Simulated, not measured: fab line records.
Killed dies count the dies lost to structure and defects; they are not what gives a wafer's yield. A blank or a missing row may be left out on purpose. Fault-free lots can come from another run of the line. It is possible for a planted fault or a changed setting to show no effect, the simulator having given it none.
Split-lot study -- flow berkeley cmos170 -- 23 wafers read from 5 lots, route of 331 steps

ABOUT THE SPLIT
At UCB170_ACTIVE_CVD_05 (deposits Si3N4 from SiH2Cl2/NH3, target thk 220 nm, time 3300 s), the setting nh3 flow sccm was moved away from the recipe's 75 sccm on 20 of the 23 wafers read, by -13.0% to +10.1%. The other wafers ran this setting at the recipe's value.

FROM THE SPLIT TO THE READING: what the file shows between them, 6 steps
- UCB170_ACTIVE_STRIP_16: strips in O2 (also split here: power w)
- UCB170_PFIELD_COAT_01: resist thk 900 nm (also split here: spin rpm)
- UCB170_PFIELD_SOFTBAKE_02: time 57.92 s
- UCB170_PFIELD_EXPOSE_03: exposes mask PFIELD, target cd 1500 nm
- UCB170_PFIELD_IMPLANT_07
- UCB170_PFIELD_STRIP_08: strips in O2

THE READING
Si3N4_of_ACTIVE_CVD_05.thk nm (the simulator's own value, which no gauge read), in nm, at UCB170_FIELD_CLEAN_00 (cleans in dHF, time 7.5 s). The file does not state a usual value for it. Across the 3 wafers here that went through the recipe, the average is 219.1 nm and the standard deviation 0.36 nm.

wafer,"tool, chamber at the split","nh3 flow sccm as run, sccm",against the recipe,"Si3N4_of_ACTIVE_CVD_05.thk nm, nm",against lot-mates on the recipe
L074.1,"-, -",67.8,-9.6%,203.8,no lot-mate on the recipe
L074.2,"-, -",67.8,-9.6%,203.5,no lot-mate on the recipe
L074.3,"-, -",67.8,-9.6%,205.3,no lot-mate on the recipe
L074.4,"-, -",67.8,-9.6%,203,no lot-mate on the recipe
L074.6,"-, -",67.8,-9.6%,201.5,no lot-mate on the recipe
L077.2,"lpcvd-01, 0",75,recipe,218.8,-
L077.4,"lpcvd-01, 0",75,recipe,218.9,-
L077.6,"lpcvd-01, 0",75,recipe,219.6,-
L078.1,"-, -",82.55,+10.1%,235.8,no lot-mate on the recipe
L078.2,"-, -",82.55,+10.1%,237.4,no lot-mate on the recipe
L078.4,"-, -",82.55,+10.1%,236,no lot-mate on the recipe
L078.5,"-, -",82.55,+10.1%,237.1,no lot-mate on the recipe
L078.6,"-, -",82.55,+10.1%,235.4,no lot-mate on the recipe
L082.1,"-, -",68.24,-9.0%,203.8,no lot-mate on the recipe
L082.2,"-, -",68.24,-9.0%,205.1,no lot-mate on the recipe
L082.4,"-, -",68.24,-9.0%,204,no lot-mate on the recipe
L082.5,"-, -",68.24,-9.0%,204.6,no lot-mate on the recipe
L082.6,"-, -",68.24,-9.0%,206,no lot-mate on the recipe
L083.1,"-, -",65.24,-13.0%,198.6,no lot-mate on the recipe
L083.2,"-, -",65.24,-13.0%,199.3,no lot-mate on the recipe
L083.4,"-, -",65.24,-13.0%,198.1,no lot-mate on the recipe
L083.5,"-, -",65.24,-13.0%,197.7,no lot-mate on the recipe
L083.6,"-, -",65.24,-13.0%,197.8,no lot-mate on the recipe

FIT RESULTS
A straight line over all 23 wafers: Si3N4_of_ACTIVE_CVD_05.thk nm changes by +1.65 nm for each +1% of nh3 flow sccm; r = +1.00; the points scatter about the line by 0.91 nm.
Too few moved wafers have a lot-mate on the recipe to fit a line with each lot's own level taken away.

FILE'S OWN FIT
Si3N4_of_ACTIVE_CVD_05.thk nm changes by +1.65 nm for each +1% of nh3 flow sccm, r = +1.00.
